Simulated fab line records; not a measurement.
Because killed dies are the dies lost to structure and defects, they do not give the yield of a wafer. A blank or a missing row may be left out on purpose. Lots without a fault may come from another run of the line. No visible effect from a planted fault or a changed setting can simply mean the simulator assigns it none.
fab line records :: flow rit-cmos
record:
  lots: 15
  wafers: 45
  last-day: 8
route steps=202 shown PSD@145 M1@202
lots untouched by any fault: they come from a run of this same line in which no faults occurred
start-h: hours from the record's opening day to when the first of the lot's shown wafers began :: wait-h: hours elapsed since this lot's preceding step :: " identical to the entry in the row above :: L1.1+2: a single row standing in for several wafers :: - no value, or no start given :: * or withheld: withheld :: < > ~ a bound
route shown NAME@n: NAME is a module with steps in the file, n the number in the route of the first one :: usual: mean and standard deviation over wafers with no fault :: same: alike in all rows :: chamber/n: place in a boat :: sites: per-site readings :: _std_site: their standard deviation :: _edge_site: the outer-site mean with the inner-site mean subtracted :: radius-mm: how far each site lies from the wafer's centre :: mask NAME#n: copy n :: behind: the tool/chamber that last shaped the wafer :: hold: reason for holding the lot/hours on hold/outcome of the hold :: device: whichever transistor did not switch (one of n, p or np) :: end of line: the same wafers' tests at the end of the route :: a step without rows: its recipe alone :: killed: dies lost to structure and defects at the first sort, not the wafer's yield :: map: shows each die of a wafer: x if killed, . if not, _ if none is there
set.NAME: setting as actually run; set.NAME@STEP: the setting as run at that earlier step :: model.NAME: the simulator's own value behind a step, which no gauge read
a sample of lots followed through the steps of the route, with each step as a table and each wafer as a row
services: when a tool's chamber went out of use (start-h, in hours from the record's first day, below 0 if earlier), for how many hours, and the reason
== steps ==
step: RIT_PSD_EXPOSE_03
recipe:
  mask-id: M10
  na: 0.57
  target-cd-nm: 40900
  dose-mj: 250
same:
  na: 0.57
lot.wafer: L695.1+4+6
tool: iline-stepper-02
chamber: 0
start-h: 49.98
wait-h: 0.2
mask: M10#0

lot.wafer: L696.2+4+6
tool: iline-stepper-02
chamber: 0
start-h: 55.97
wait-h: 0.1
mask: M10#0

lot.wafer: L697.1+5+6
tool: iline-stepper-01
chamber: 0
start-h: 59.89
wait-h: 0.2
mask: M10#0

lot.wafer: L698.2+3+6
tool: iline-stepper-01
chamber: 0
start-h: 65.66
wait-h: 0.1
mask: M10#0

lot.wafer: L699.1+2+6
tool: iline-stepper-02
chamber: 0
start-h: 75.34
wait-h: 0.2
mask: M10#0

lot.wafer: L700.2+5+6
tool: iline-stepper-02
chamber: 0
start-h: 77.13
wait-h: 0.1
mask: M10#0

lot.wafer: L701.1+3+6
tool: iline-stepper-01
chamber: 0
start-h: 78.96
wait-h: 0.2
mask: M10#0

lot.wafer: L702.1+4+5
tool: iline-stepper-01
chamber: 0
start-h: 85.69
wait-h: 0.1
mask: M10#0

lot.wafer: L703.3+4+5
tool: iline-stepper-01
chamber: 0
start-h: 93.01
wait-h: 0.1
mask: M10#0

lot.wafer: L704.1+2+4
tool: iline-stepper-02
chamber: 0
start-h: 98.32
wait-h: 0.2
mask: M10#0

lot.wafer: L705.1+2+6
tool: iline-stepper-01
chamber: 0
start-h: 106.31
wait-h: 0.2
mask: M10#0

lot.wafer: L711.2+4+6
tool: iline-stepper-01
chamber: 0
start-h: 137.72
wait-h: 0.2
mask: M10#0

lot.wafer: L716.4+5+6
tool: iline-stepper-02
chamber: 0
start-h: 163.72
wait-h: 0.2
mask: M10#0

lot.wafer: L717.1+3+6
tool: iline-stepper-02
chamber: 0
start-h: 169.10
wait-h: 0.1
mask: M10#0

lot.wafer: L718.3+4+6
tool: iline-stepper-02
chamber: 0
start-h: 171.68
wait-h: 0.1
mask: M10#0
step: RIT_PSD_OVL_MEAS_06
usual:
  PSD_OVL: -0.7/1.5
lot.wafer: L695.1
tool: overlay-02
chamber: -
start-h: 50.38
wait-h: -
PSD_OVL[nm]: -0.2

lot.wafer: L695.4
tool: overlay-02
chamber: -
start-h: 50.38
wait-h: -
PSD_OVL[nm]: 2.6

lot.wafer: L695.6
tool: overlay-02
chamber: -
start-h: 50.38
wait-h: -
PSD_OVL[nm]: 1.6

lot.wafer: L696.2
tool: overlay-02
chamber: -
start-h: 56.35
wait-h: -
PSD_OVL[nm]: -1.4

lot.wafer: L696.4
tool: overlay-02
chamber: -
start-h: 56.35
wait-h: -
PSD_OVL[nm]: -1.4

lot.wafer: L696.6
tool: overlay-02
chamber: -
start-h: 56.35
wait-h: -
PSD_OVL[nm]: -0.9

lot.wafer: L697.1
tool: overlay-02
chamber: -
start-h: 60.29
wait-h: -
PSD_OVL[nm]: -0.8

lot.wafer: L697.5
tool: overlay-02
chamber: -
start-h: 60.29
wait-h: -
PSD_OVL[nm]: -1.4

lot.wafer: L697.6
tool: overlay-02
chamber: -
start-h: 60.29
wait-h: -
PSD_OVL[nm]: 0.3

lot.wafer: L698.2
tool: overlay-02
chamber: -
start-h: 66.07
wait-h: -
PSD_OVL[nm]: -0.1

lot.wafer: L698.3
tool: overlay-02
chamber: -
start-h: 66.07
wait-h: -
PSD_OVL[nm]: -0.6

lot.wafer: L698.6
tool: overlay-02
chamber: -
start-h: 66.07
wait-h: -
PSD_OVL[nm]: -1.3

lot.wafer: L699.1
tool: overlay-02
chamber: -
start-h: 75.74
wait-h: -
PSD_OVL[nm]: 0.7

lot.wafer: L699.2
tool: overlay-02
chamber: -
start-h: 75.74
wait-h: -
PSD_OVL[nm]: -0.3

lot.wafer: L699.6
tool: overlay-02
chamber: -
start-h: 75.74
wait-h: -
PSD_OVL[nm]: 0.3

lot.wafer: L700.2
tool: overlay-01
chamber: -
start-h: 77.52
wait-h: -
PSD_OVL[nm]: -0.1

lot.wafer: L700.5
tool: overlay-01
chamber: -
start-h: 77.52
wait-h: -
PSD_OVL[nm]: -0.5

lot.wafer: L700.6
tool: overlay-01
chamber: -
start-h: 77.52
wait-h: -
PSD_OVL[nm]: -1.3

lot.wafer: L701.1
tool: overlay-01
chamber: -
start-h: 79.36
wait-h: -
PSD_OVL[nm]: 1.8

lot.wafer: L701.3
tool: overlay-01
chamber: -
start-h: 79.36
wait-h: -
PSD_OVL[nm]: 2.1

lot.wafer: L701.6
tool: overlay-01
chamber: -
start-h: 79.36
wait-h: -
PSD_OVL[nm]: 2.1

lot.wafer: L702.1
tool: overlay-02
chamber: -
start-h: 86.09
wait-h: -
PSD_OVL[nm]: -0.9

lot.wafer: L702.4
tool: overlay-02
chamber: -
start-h: 86.09
wait-h: -
PSD_OVL[nm]: -0.1

lot.wafer: L702.5
tool: overlay-02
chamber: -
start-h: 86.09
wait-h: -
PSD_OVL[nm]: 0.0

lot.wafer: L703.3
tool: overlay-02
chamber: -
start-h: 93.39
wait-h: -
PSD_OVL[nm]: -150.4

lot.wafer: L703.4
tool: overlay-02
chamber: -
start-h: 93.39
wait-h: -
PSD_OVL[nm]: -150.1

lot.wafer: L703.5
tool: overlay-02
chamber: -
start-h: 93.39
wait-h: -
PSD_OVL[nm]: -150.6

lot.wafer: L704.1
tool: overlay-02
chamber: -
start-h: 98.72
wait-h: -
PSD_OVL[nm]: -2.9

lot.wafer: L704.2
tool: overlay-02
chamber: -
start-h: 98.72
wait-h: -
PSD_OVL[nm]: 0.0

lot.wafer: L704.4
tool: overlay-02
chamber: -
start-h: 98.72
wait-h: -
PSD_OVL[nm]: -1.3

lot.wafer: L705.1
tool: overlay-01
chamber: -
start-h: 106.71
wait-h: -
PSD_OVL[nm]: -151.1

lot.wafer: L705.2
tool: overlay-01
chamber: -
start-h: 106.71
wait-h: -
PSD_OVL[nm]: -149.9

lot.wafer: L705.6
tool: overlay-01
chamber: -
start-h: 106.71
wait-h: -
PSD_OVL[nm]: -149.7

lot.wafer: L711.2
tool: overlay-02
chamber: -
start-h: 138.11
wait-h: -
PSD_OVL[nm]: -150.5

lot.wafer: L711.4
tool: overlay-02
chamber: -
start-h: 138.11
wait-h: -
PSD_OVL[nm]: -150.3

lot.wafer: L711.6
tool: overlay-02
chamber: -
start-h: 138.11
wait-h: -
PSD_OVL[nm]: -152.1

lot.wafer: L716.4
tool: overlay-01
chamber: -
start-h: 164.08
wait-h: -
PSD_OVL[nm]: -1.7

lot.wafer: L716.5
tool: overlay-01
chamber: -
start-h: 164.08
wait-h: -
PSD_OVL[nm]: 0.1

lot.wafer: L716.6
tool: overlay-01
chamber: -
start-h: 164.08
wait-h: -
PSD_OVL[nm]: -1.5

lot.wafer: L717.1
tool: overlay-01
chamber: -
start-h: 169.76
wait-h: -
PSD_OVL[nm]: -1.2

lot.wafer: L717.3
tool: overlay-01
chamber: -
start-h: 169.76
wait-h: -
PSD_OVL[nm]: 0.4

lot.wafer: L717.6
tool: overlay-01
chamber: -
start-h: 169.76
wait-h: -
PSD_OVL[nm]: -2.0

lot.wafer: L718.3
tool: overlay-02
chamber: -
start-h: 172.05
wait-h: -
PSD_OVL[nm]: 1.1

lot.wafer: L718.4
tool: overlay-02
chamber: -
start-h: 172.05
wait-h: -
PSD_OVL[nm]: -0.8

lot.wafer: L718.6
tool: overlay-02
chamber: -
start-h: 172.05
wait-h: -
PSD_OVL[nm]: 1.0
step: RIT_M1_PROBE_99
usual:
  killed_at_M0_to_M3: 0.0/0.083
  killed-at-contacts: 0.1/0.23
  killed-at-front-end: 7/3.1
  killed-dies: 7/3.1
  killed-on-rim: 1.8/1.4
  killed-open: 3.3/2
  killed-short: 3.6/1.9
same:
  gross-dies: 264
  killed_at_M4_up: 0
  killed-at-back-side: 0
  killed-at-other: 0
lot.wafer: L695.1
tool: prober-02
chamber: -
start-h: 59.03
wait-h: 0.1
killed_at_M0_to_M3: 0
killed-at-contacts: 0
killed-at-front-end: 3
killed-dies: 3
killed-on-rim: 2
killed-open: 2
killed-short: 1

lot.wafer: L695.4
tool: prober-02
chamber: -
start-h: 59.18
wait-h: 0.2
killed_at_M0_to_M3: 0
killed-at-contacts: 0
killed-at-front-end: 14
killed-dies: 14
killed-on-rim: 2
killed-open: 5
killed-short: 9

lot.wafer: L695.6
tool: prober-02
chamber: -
start-h: 59.28
wait-h: 0.2
killed_at_M0_to_M3: 0
killed-at-contacts: 1
killed-at-front-end: 4
killed-dies: 5
killed-on-rim: 2
killed-open: 3
killed-short: 2

lot.wafer: L696.2
tool: prober-01
chamber: -
start-h: 64.63
wait-h: 0.1
killed_at_M0_to_M3: 0
killed-at-contacts: 0
killed-at-front-end: 7
killed-dies: 7
killed-on-rim: 2
killed-open: 4
killed-short: 3

lot.wafer: L696.4
tool: prober-01
chamber: -
start-h: 64.73
wait-h: 0.2
killed_at_M0_to_M3: 0
killed-at-contacts: 0
killed-at-front-end: 7
killed-dies: 7
killed-on-rim: 1
killed-open: 3
killed-short: 4

lot.wafer: L696.6
tool: prober-01
chamber: -
start-h: 64.83
wait-h: 0.2
killed_at_M0_to_M3: 0
killed-at-contacts: 1
killed-at-front-end: 6
killed-dies: 7
killed-on-rim: 2
killed-open: 5
killed-short: 2

lot.wafer: L697.1
tool: prober-02
chamber: -
start-h: 68.56
wait-h: 0.1
killed_at_M0_to_M3: 0
killed-at-contacts: 0
killed-at-front-end: 9
killed-dies: 9
killed-on-rim: 2
killed-open: 4
killed-short: 5

lot.wafer: L697.5
tool: prober-02
chamber: -
start-h: 68.76
wait-h: 0.2
killed_at_M0_to_M3: 1
killed-at-contacts: 0
killed-at-front-end: 7
killed-dies: 8
killed-on-rim: 1
killed-open: 0
killed-short: 8

lot.wafer: L697.6
tool: prober-02
chamber: -
start-h: 68.81
wait-h: 0.2
killed_at_M0_to_M3: 0
killed-at-contacts: 0
killed-at-front-end: 8
killed-dies: 8
killed-on-rim: 3
killed-open: 4
killed-short: 4

lot.wafer: L698.2
tool: prober-01
chamber: -
start-h: 74.46
wait-h: 0.1
killed_at_M0_to_M3: 0
killed-at-contacts: 0
killed-at-front-end: 6
killed-dies: 6
killed-on-rim: 1
killed-open: 2
killed-short: 4

lot.wafer: L698.3
tool: prober-01
chamber: -
start-h: 74.51
wait-h: 0.2
killed_at_M0_to_M3: 0
killed-at-contacts: 0
killed-at-front-end: 10
killed-dies: 10
killed-on-rim: 4
killed-open: 4
killed-short: 6

lot.wafer: L698.6
tool: prober-01
chamber: -
start-h: 74.66
wait-h: 0.2
killed_at_M0_to_M3: 0
killed-at-contacts: 0
killed-at-front-end: 9
killed-dies: 9
killed-on-rim: 2
killed-open: 6
killed-short: 3

lot.wafer: L699.1
tool: prober-02
chamber: -
start-h: 84.52
wait-h: 0.1
killed_at_M0_to_M3: 0
killed-at-contacts: 0
killed-at-front-end: 9
killed-dies: 9
killed-on-rim: 1
killed-open: 5
killed-short: 4

lot.wafer: L699.2
tool: prober-02
chamber: -
start-h: 84.57
wait-h: 0.1
killed_at_M0_to_M3: 0
killed-at-contacts: 0
killed-at-front-end: 5
killed-dies: 5
killed-on-rim: 1
killed-open: 2
killed-short: 3

lot.wafer: L699.6
tool: prober-02
chamber: -
start-h: 84.77
wait-h: 0.2
killed_at_M0_to_M3: 0
killed-at-contacts: 0
killed-at-front-end: 8
killed-dies: 8
killed-on-rim: 1
killed-open: 3
killed-short: 5

lot.wafer: L700.2
tool: prober-01
chamber: -
start-h: 85.99
wait-h: 0.1
killed_at_M0_to_M3: 0
killed-at-contacts: 1
killed-at-front-end: 6
killed-dies: 7
killed-on-rim: 2
killed-open: 2
killed-short: 5

lot.wafer: L700.5
tool: prober-01
chamber: -
start-h: 86.14
wait-h: 0.2
killed_at_M0_to_M3: 0
killed-at-contacts: 0
killed-at-front-end: 9
killed-dies: 9
killed-on-rim: 4
killed-open: 3
killed-short: 6

lot.wafer: L700.6
tool: prober-01
chamber: -
start-h: 86.19
wait-h: 0.2
killed_at_M0_to_M3: 0
killed-at-contacts: 0
killed-at-front-end: 4
killed-dies: 4
killed-on-rim: 2
killed-open: 1
killed-short: 3

lot.wafer: L701.1
tool: prober-02
chamber: -
start-h: 88.06
wait-h: 0.1
killed_at_M0_to_M3: 0
killed-at-contacts: 0
killed-at-front-end: 5
killed-dies: 5
killed-on-rim: 1
killed-open: 3
killed-short: 2

lot.wafer: L701.3
tool: prober-02
chamber: -
start-h: 88.16
wait-h: 0.2
killed_at_M0_to_M3: 0
killed-at-contacts: 0
killed-at-front-end: 6
killed-dies: 6
killed-on-rim: 2
killed-open: 3
killed-short: 3

lot.wafer: L701.6
tool: prober-02
chamber: -
start-h: 88.31
wait-h: 0.2
killed_at_M0_to_M3: 0
killed-at-contacts: 0
killed-at-front-end: 9
killed-dies: 9
killed-on-rim: 2
killed-open: 4
killed-short: 5

lot.wafer: L702.1
tool: prober-01
chamber: -
start-h: 94.63
wait-h: 0.1
killed_at_M0_to_M3: 0
killed-at-contacts: 0
killed-at-front-end: 8
killed-dies: 8
killed-on-rim: 2
killed-open: 4
killed-short: 4

lot.wafer: L702.4
tool: prober-01
chamber: -
start-h: 94.78
wait-h: 0.2
killed_at_M0_to_M3: 0
killed-at-contacts: 0
killed-at-front-end: 7
killed-dies: 7
killed-on-rim: 3
killed-open: 3
killed-short: 4

lot.wafer: L702.5
tool: prober-01
chamber: -
start-h: 94.83
wait-h: 0.2
killed_at_M0_to_M3: 0
killed-at-contacts: 0
killed-at-front-end: 16
killed-dies: 16
killed-on-rim: 3
killed-open: 5
killed-short: 11

lot.wafer: L703.3
tool: prober-02
chamber: -
start-h: 102.36
wait-h: 0.2
killed_at_M0_to_M3: 0
killed-at-contacts: 0
killed-at-front-end: 2
killed-dies: 2
killed-on-rim: 1
killed-open: 0
killed-short: 2

lot.wafer: L703.4
tool: prober-02
chamber: -
start-h: 102.41
wait-h: 0.2
killed_at_M0_to_M3: 0
killed-at-contacts: 0
killed-at-front-end: 7
killed-dies: 7
killed-on-rim: 0
killed-open: 3
killed-short: 4

lot.wafer: L703.5
tool: prober-02
chamber: -
start-h: 102.46
wait-h: 0.2
killed_at_M0_to_M3: 0
killed-at-contacts: 0
killed-at-front-end: 10
killed-dies: 10
killed-on-rim: 4
killed-open: 5
killed-short: 5

lot.wafer: L704.1
tool: prober-01
chamber: -
start-h: 107.99
wait-h: 0.1
killed_at_M0_to_M3: 0
killed-at-contacts: 0
killed-at-front-end: 2
killed-dies: 2
killed-on-rim: 1
killed-open: 1
killed-short: 1

lot.wafer: L704.2
tool: prober-01
chamber: -
start-h: 108.04
wait-h: 0.1
killed_at_M0_to_M3: 0
killed-at-contacts: 0
killed-at-front-end: 7
killed-dies: 7
killed-on-rim: 2
killed-open: 2
killed-short: 5

lot.wafer: L704.4
tool: prober-01
chamber: -
start-h: 108.14
wait-h: 0.2
killed_at_M0_to_M3: 0
killed-at-contacts: 0
killed-at-front-end: 5
killed-dies: 5
killed-on-rim: 1
killed-open: 2
killed-short: 3

lot.wafer: L705.1
tool: prober-02
chamber: -
start-h: 114.98
wait-h: 0.1
killed_at_M0_to_M3: 0
killed-at-contacts: 0
killed-at-front-end: 8
killed-dies: 8
killed-on-rim: 2
killed-open: 1
killed-short: 7

lot.wafer: L705.2
tool: prober-02
chamber: -
start-h: 115.03
wait-h: 0.1
killed_at_M0_to_M3: 0
killed-at-contacts: 0
killed-at-front-end: 4
killed-dies: 4
killed-on-rim: 0
killed-open: 2
killed-short: 2

lot.wafer: L705.6
tool: prober-02
chamber: -
start-h: 115.23
wait-h: 0.2
killed_at_M0_to_M3: 0
killed-at-contacts: 0
killed-at-front-end: 11
killed-dies: 11
killed-on-rim: 1
killed-open: 6
killed-short: 5

lot.wafer: L711.2
tool: prober-02
chamber: -
start-h: 146.78
wait-h: 0.1
killed_at_M0_to_M3: 0
killed-at-contacts: 0
killed-at-front-end: 6
killed-dies: 6
killed-on-rim: 1
killed-open: 4
killed-short: 2

lot.wafer: L711.4
tool: prober-02
chamber: -
start-h: 146.88
wait-h: 0.2
killed_at_M0_to_M3: 0
killed-at-contacts: 0
killed-at-front-end: 1
killed-dies: 1
killed-on-rim: 0
killed-open: 0
killed-short: 1

lot.wafer: L711.6
tool: prober-02
chamber: -
start-h: 146.98
wait-h: 0.2
killed_at_M0_to_M3: 0
killed-at-contacts: 0
killed-at-front-end: 6
killed-dies: 6
killed-on-rim: 1
killed-open: 5
killed-short: 1

lot.wafer: L716.4
tool: prober-01
chamber: -
start-h: 173.12
wait-h: 0.2
killed_at_M0_to_M3: 0
killed-at-contacts: 0
killed-at-front-end: 7
killed-dies: 7
killed-on-rim: 1
killed-open: 4
killed-short: 3

lot.wafer: L716.5
tool: prober-01
chamber: -
start-h: 173.17
wait-h: 0.2
killed_at_M0_to_M3: 0
killed-at-contacts: 0
killed-at-front-end: 5
killed-dies: 5
killed-on-rim: 2
killed-open: 3
killed-short: 2

lot.wafer: L716.6
tool: prober-01
chamber: -
start-h: 173.22
wait-h: 0.2
killed_at_M0_to_M3: 0
killed-at-contacts: 0
killed-at-front-end: 6
killed-dies: 6
killed-on-rim: 1
killed-open: 2
killed-short: 4

lot.wafer: L717.1
tool: prober-01
chamber: -
start-h: 178.67
wait-h: 0.1
killed_at_M0_to_M3: 0
killed-at-contacts: 1
killed-at-front-end: 7
killed-dies: 8
killed-on-rim: 4
killed-open: 6
killed-short: 2

lot.wafer: L717.3
tool: prober-01
chamber: -
start-h: 178.77
wait-h: 0.2
killed_at_M0_to_M3: 0
killed-at-contacts: 0
killed-at-front-end: 7
killed-dies: 7
killed-on-rim: 3
killed-open: 1
killed-short: 6

lot.wafer: L717.6
tool: prober-01
chamber: -
start-h: 178.92
wait-h: 0.2
killed_at_M0_to_M3: 0
killed-at-contacts: 0
killed-at-front-end: 4
killed-dies: 4
killed-on-rim: 2
killed-open: 2
killed-short: 2

lot.wafer: L718.3
tool: prober-02
chamber: -
start-h: 180.51
wait-h: 0.2
killed_at_M0_to_M3: 0
killed-at-contacts: 0
killed-at-front-end: 3
killed-dies: 3
killed-on-rim: 0
killed-open: 1
killed-short: 2

lot.wafer: L718.4
tool: prober-02
chamber: -
start-h: 180.56
wait-h: 0.2
killed_at_M0_to_M3: 0
killed-at-contacts: 0
killed-at-front-end: 3
killed-dies: 3
killed-on-rim: 1
killed-open: 1
killed-short: 2

lot.wafer: L718.6
tool: prober-02
chamber: -
start-h: 180.66
wait-h: 0.2
killed_at_M0_to_M3: 0
killed-at-contacts: 0
killed-at-front-end: 5
killed-dies: 5
killed-on-rim: 2
killed-open: 2
killed-short: 3
killed by level:class
L695.1 GATE:geometric-particle:open=2 SILICIDE:geometric-particle:short=1
L695.4 GATE:geometric-particle:short=4 FOX1:geometric-particle:short=2 REOX:geometric-particle:short=2 SILICIDE:geometric-particle:open=2 FOX1:geometric-particle:open=1 FOX2:geometric-particle:open=1 GATE:geometric-particle:open=1 SILICIDE:geometric-particle:short=1
L695.6 GATE:geometric-particle:open=1 GATE:geometric-particle:short=1 SILICIDE:geometric-particle:open=1 SILICIDE:geometric-particle:short=1 CONTACT:geometric-particle:open=1
L696.2 GATE:geometric-particle:short=3 GATE:geometric-particle:open=3 SPACER:geometric-particle:open=1
L696.4 GATE:geometric-particle:short=2 SILICIDE:geometric-particle:short=2 FOX1:geometric-particle:open=1 REOX:geometric-particle:open=1 SILICIDE:geometric-particle:open=1
L696.6 GATE:geometric-particle:open=2 FOX2:geometric-particle:open=1 GATE:geometric-particle:short=1 SPACER:geometric-particle:open=1 SILICIDE:geometric-particle:open=1 CONTACT:geometric-particle:short=1
L697.1 GATE:geometric-particle:short=4 GATE:geometric-particle:open=2 FOX2:geometric-particle:open=1 REOX:geometric-particle:short=1 SPACER:geometric-particle:open=1
L697.5 GATE:geometric-particle:short=3 FOX1:geometric-particle:short=1 REOX:geometric-particle:short=1 SPACER:geometric-particle:short=1 SILICIDE:geometric-particle:short=1 M1:geometric-particle:short=1
L697.6 FOX1:geometric-particle:short=2 FOX1:geometric-particle:open=1 GATE:geometric-particle:short=1 REOX:geometric-particle:open=1 SPACER:geometric-particle:open=1 SILICIDE:geometric-particle:short=1 SILICIDE:geometric-particle:open=1
L698.2 ACTIVE:geometric-particle:short=1 FOX1:geometric-particle:short=1 GATE:geometric-particle:short=1 GATE:geometric-particle:open=1 SILICIDE:geometric-particle:short=1 SILICIDE:geometric-particle:open=1
L698.3 GATE:geometric-particle:short=4 GATE:geometric-particle:open=3 FOX1:geometric-particle:open=1 FOX2:geometric-particle:short=1 REOX:geometric-particle:short=1
L698.6 GATE:geometric-particle:open=4 GATE:geometric-particle:short=2 FOX1:geometric-particle:open=1 FOX2:geometric-particle:short=1 SILICIDE:geometric-particle:open=1
L699.1 GATE:geometric-particle:open=3 FOX1:geometric-particle:open=2 FOX1:geometric-particle:short=1 GATE:geometric-particle:short=1 REOX:geometric-particle:short=1 SPACER:geometric-particle:short=1
L699.2 FOX1:geometric-particle:short=1 FOX2:geometric-particle:open=1 GATE:geometric-particle:short=1 REOX:geometric-particle:short=1 SILICIDE:geometric-particle:open=1
L699.6 GATE:geometric-particle:short=3 FOX1:geometric-particle:open=1 FOX2:geometric-particle:open=1 FOX2:geometric-particle:short=1 SPACER:geometric-particle:open=1 SPACER:geometric-particle:short=1
L700.2 ACTIVE:geometric-particle:short=1 FOX1:geometric-particle:short=1 FOX2:geometric-particle:short=1 REOX:geometric-particle:short=1 SPACER:geometric-particle:open=1 SILICIDE:geometric-particle:short=1 CONTACT:geometric-particle:open=1
L700.5 FOX2:geometric-particle:short=2 SILICIDE:geometric-particle:short=2 FOX1:geometric-particle:open=1 FOX1:geometric-particle:short=1 GATE:geometric-particle:open=1 REOX:geometric-particle:short=1 REOX:geometric-particle:open=1
L700.6 GATE:geometric-particle:short=2 FOX1:geometric-particle:short=1 SILICIDE:geometric-particle:open=1
L701.1 ACTIVE:geometric-particle:short=1 GATE:geometric-particle:open=1 REOX:geometric-particle:open=1 SPACER:geometric-particle:short=1 SPACER:geometric-particle:open=1
L701.3 GATE:geometric-particle:short=3 SPACER:geometric-particle:open=2 SILICIDE:geometric-particle:open=1
L701.6 GATE:geometric-particle:open=3 FOX1:geometric-particle:short=1 GATE:geometric-particle:short=1 REOX:geometric-particle:short=1 SPACER:geometric-particle:short=1 SPACER:geometric-particle:open=1 SILICIDE:geometric-particle:short=1
L702.1 FOX2:geometric-particle:open=2 FOX1:geometric-particle:short=1 GATE:geometric-particle:short=1 GATE:geometric-particle:open=1 REOX:geometric-particle:short=1 SPACER:geometric-particle:short=1 SPACER:geometric-particle:open=1
L702.4 GATE:geometric-particle:short=2 FOX2:geometric-particle:short=1 GATE:geometric-particle:open=1 REOX:geometric-particle:short=1 REOX:geometric-particle:open=1 SPACER:geometric-particle:open=1
L702.5 GATE:geometric-particle:short=6 GATE:geometric-particle:open=3 REOX:geometric-particle:short=3 REOX:geometric-particle:open=1 SPACER:geometric-particle:open=1 SPACER:geometric-particle:short=1 SILICIDE:geometric-particle:short=1
L703.3 SPACER:geometric-particle:short=2
L703.4 FOX1:geometric-particle:short=3 FOX1:geometric-particle:open=1 REOX:geometric-particle:open=1 REOX:geometric-particle:short=1 SPACER:geometric-particle:open=1
L703.5 GATE:geometric-particle:open=2 SILICIDE:geometric-particle:open=2 SILICIDE:geometric-particle:short=2 FOX1:geometric-particle:short=1 FOX2:geometric-particle:open=1 GATE:geometric-particle:short=1 REOX:geometric-particle:short=1
L704.1 SPACER:geometric-particle:open=1 SPACER:geometric-particle:short=1
L704.2 GATE:geometric-particle:short=2 REOX:geometric-particle:open=2 FOX1:geometric-particle:short=1 FOX2:geometric-particle:short=1 SPACER:geometric-particle:short=1
L704.4 FOX1:geometric-particle:open=1 GATE:geometric-particle:short=1 GATE:geometric-particle:open=1 REOX:geometric-particle:short=1 SILICIDE:geometric-particle:short=1
L705.1 GATE:geometric-particle:short=3 SILICIDE:geometric-particle:short=2 FOX1:geometric-particle:short=1 SPACER:geometric-particle:short=1 SILICIDE:geometric-particle:open=1
L705.2 REOX:geometric-particle:short=2 GATE:geometric-particle:open=1 SPACER:geometric-particle:open=1
L705.6 GATE:geometric-particle:open=3 REOX:geometric-particle:short=2 FOX2:geometric-particle:open=1 GATE:geometric-particle:short=1 SPACER:geometric-particle:short=1 SPACER:geometric-particle:open=1 SILICIDE:geometric-particle:short=1 SILICIDE:geometric-particle:open=1
L711.2 GATE:geometric-particle:open=2 FOX1:geometric-particle:open=1 GATE:geometric-particle:short=1 REOX:geometric-particle:short=1 REOX:geometric-particle:open=1
L711.4 SILICIDE:geometric-particle:short=1
L711.6 SILICIDE:geometric-particle:open=2 FOX2:geometric-particle:open=1 GATE:geometric-particle:open=1 SPACER:geometric-particle:open=1 SILICIDE:geometric-particle:short=1
L716.4 GATE:geometric-particle:short=2 FOX1:geometric-particle:open=1 FOX2:geometric-particle:short=1 GATE:geometric-particle:open=1 REOX:geometric-particle:open=1 SPACER:geometric-particle:open=1
L716.5 FOX2:geometric-particle:open=1 GATE:geometric-particle:short=1 REOX:geometric-particle:short=1 REOX:geometric-particle:open=1 SPACER:geometric-particle:open=1
L716.6 FOX1:geometric-particle:open=1 FOX2:geometric-particle:short=1 GATE:geometric-particle:short=1 REOX:geometric-particle:short=1 SPACER:geometric-particle:short=1 SPACER:geometric-particle:open=1
L717.1 GATE:geometric-particle:short=2 GATE:geometric-particle:open=2 FOX1:geometric-particle:open=1 REOX:geometric-particle:open=1 SPACER:geometric-particle:open=1 CONTACT:geometric-particle:open=1
L717.3 FOX1:geometric-particle:short=2 GATE:geometric-particle:short=2 REOX:geometric-particle:short=2 FOX1:geometric-particle:open=1
L717.6 FOX1:geometric-particle:open=1 FOX1:geometric-particle:short=1 GATE:geometric-particle:short=1 SPACER:geometric-particle:open=1
L718.3 FOX2:geometric-particle:open=1 GATE:geometric-particle:short=1 SILICIDE:geometric-particle:short=1
L718.4 GATE:geometric-particle:short=2 GATE:geometric-particle:open=1
L718.6 FOX1:geometric-particle:short=1 FOX2:geometric-particle:open=1 GATE:geometric-particle:open=1 SPACER:geometric-particle:short=1 SILICIDE:geometric-particle:short=1
== services ==
tool: iline-stepper-02
chamber: -
start-h: 59.77
hours: 14.4
kind: repair
== key ==
first-sign:
  step: RIT_PSD_OVL_MEAS_06
  reading: PSD_OVL
  direction: down
  sigmas: 99+
  usual: -0.7
  struck: -150.5
effect none on later readings
met-at RIT_PSD_EXPOSE_03
struck-lots L703,L705,L711
tester-left-out L703,L705,L711
onset-between 85.69 93.01
fault:
  kind: scanner-matching-overlay
  tool: iline-stepper-01
  chamber: -
  onset-h: 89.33
  steps: RIT_PSD_EXPOSE_03
  offset: -150
tester-left-out: of these lots the tester's yield and bins aren't shown, on N5 and GAA mostly nor the transistor test; their killed dies are dies lost to structure and defects alone, not to doping, threshold or leakage, so they don't give the yield
